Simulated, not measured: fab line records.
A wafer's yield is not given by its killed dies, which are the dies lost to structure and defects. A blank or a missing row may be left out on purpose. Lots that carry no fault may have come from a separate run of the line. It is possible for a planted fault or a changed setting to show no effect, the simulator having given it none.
Split-lot study + flow berkeleyCmos170 + on a route of 331 steps: 5 lots, 23 wafers read

== THE SPLIT ITSELF ==
At UCB170_SILICIDE_SPUTTER_01 (material Ti, target thk 30 nm, time 25 s), the setting powerW was moved away from the recipe's 1500 W on 8 of the 23 wafers read, by -10.5% to +10.3%. For the rest of the wafers, this setting stayed at what the recipe calls for.

== FROM SPLIT TO READING: 1 step shown by the file between the two ==
- UCB170_SILICIDE_RS_MEAS_02: measures by four-point-probe

== THE READING ==
SILICIDE_TI_THK, in nm, at UCB170_SILICIDE_THK_MEAS_03 (measures by xrf). On this fab line, fault-free wafers typically give 30.1 nm with a standard deviation of 0.31 nm.

| wafer  | tool, chamber at the split | powerW as run, W | against the recipe | SILICIDE_TI_THK, nm | against lot-mates on the recipe |
|--------|----------------------------|------------------|--------------------|---------------------|---------------------------------|
| L074.1 | pvdSputter-02, -           | 1500             | recipe             | 30.3                | -                               |
| L074.3 | pvdSputter-02, -           | 1500             | recipe             | 30.2                | -                               |
| L074.4 | pvdSputter-02, -           | 1500             | recipe             | 30.5                | -                               |
| L077.1 | pvdSputter-02, -           | 1343             | -10.5%             | 27.3                | -3.1                            |
| L077.2 | pvdSputter-02, -           | 1343             | -10.5%             | 27.6                | -2.8                            |
| L077.4 | pvdSputter-02, -           | 1500             | recipe             | 30.4                | -                               |
| L077.5 | pvdSputter-02, -           | 1343             | -10.5%             | 27.4                | -3.1                            |
| L077.6 | pvdSputter-02, -           | 1500             | recipe             | 30.5                | -                               |
| L081.1 | pvdSputter-02, -           | 1500             | recipe             | 29.9                | -                               |
| L081.2 | pvdSputter-02, -           | 1654             | +10.3%             | 32.9                | +3.1                            |
| L081.4 | pvdSputter-02, -           | 1500             | recipe             | 29.8                | -                               |
| L081.5 | pvdSputter-02, -           | 1654             | +10.3%             | 32.8                | +3.0                            |
| L081.6 | pvdSputter-02, -           | 1500             | recipe             | 29.8                | -                               |
| L083.1 | pvdSputter-01, -           | 1500             | recipe             | 30.1                | -                               |
| L083.2 | pvdSputter-01, -           | 1500             | recipe             | 30.1                | -                               |
| L083.4 | pvdSputter-01, -           | 1500             | recipe             | 30.5                | -                               |
| L083.5 | pvdSputter-01, -           | 1500             | recipe             | 30.3                | -                               |
| L083.6 | pvdSputter-01, -           | 1500             | recipe             | 30.2                | -                               |
| L085.1 | pvdSputter-02, -           | 1500             | recipe             | 29.4                | -                               |
| L085.2 | pvdSputter-02, -           | 1454             | -3.1%              | 28.7                | -0.8                            |
| L085.3 | pvdSputter-02, -           | 1454             | -3.1%              | 28.8                | -0.7                            |
| L085.4 | pvdSputter-02, -           | 1500             | recipe             | 29.6                | -                               |
| L085.5 | pvdSputter-02, -           | 1454             | -3.1%              | 28.7                | -0.8                            |

FIT RESULTS
A straight line over all 23 wafers: SILICIDE_TI_THK changes by +0.267 nm for each +1% of powerW; r = +0.97; the points scatter about the line by 0.35 nm.
The same after taking each lot's own level away (the mean of its wafers on the recipe; 23 wafers): +0.289 nm for each +1%; r = +1.00; scatter 0.12 nm.
The reading moves by 3 nm for the largest change in powerW, on that fit.
The span of the lots' own levels, 29.50 to 30.45 nm, comes to 3.1 times the standard deviation stated above.
The two slopes are in agreement: the lot-to-lot level therefore moves the slope only a little.
Check: for one of the wafers moved furthest among these (-10.5%), held out of the fit, the line's prediction against its lot-mates is -2.97 nm. It came out at -3.15 nm against them.

== OTHER SPLITS ON THESE WAFERS ==
Note: prior to the reading, these wafers also went through further splits. Each is held against what the fit with the lots' levels taken away leaves over:
| other split on the same wafers | wafers away from the commonest value | r with SILICIDE_TI_THK (lot level and that fit taken away) |
|--------------------------------|--------------------------------------|------------------------------------------------------------|
| UCB170_PVT_COAT_01 spinRpm     | 8                                    | -0.10                                                      |
| UCB170_GATE_PEB_10 pebTempC    | 11                                   | +0.16                                                      |
| UCB170_NLDD_EXPOSE_03 doseMj   | 7                                    | -0.08                                                      |
| UCB170_PSD_COAT_01 spinRpm     | 5                                    | +0.14                                                      |

== THE WHOLE CHAIN: every reading that the file lists as answering this split, in the file's order ==
| step                        | what it does                             | reading                                                                          | change (the file's fit)               | r (the file's) |
|-----------------------------|------------------------------------------|----------------------------------------------------------------------------------|---------------------------------------|----------------|
| UCB170_SILICIDE_SPUTTER_01  | material Ti, target thk 30 nm, time 25 s | Ti_of_SILICIDE_SPUTTER_01.thkNm (the simulator's own value, which no gauge read) | +0.287 nm for each +1% of the setting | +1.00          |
| UCB170_SILICIDE_RS_MEAS_02  | measures by four-point-probe             | SILICIDE_TI_RS                                                                   | -0.297 for each +1% of the setting    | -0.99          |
| UCB170_SILICIDE_THK_MEAS_03 | measures by xrf                          | SILICIDE_TI_THK                                                                  | +0.289 for each +1% of the setting    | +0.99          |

== FILE'S OWN FIT ==
SILICIDE_TI_THK changes by +0.289 nm for each +1% of powerW, r = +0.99.
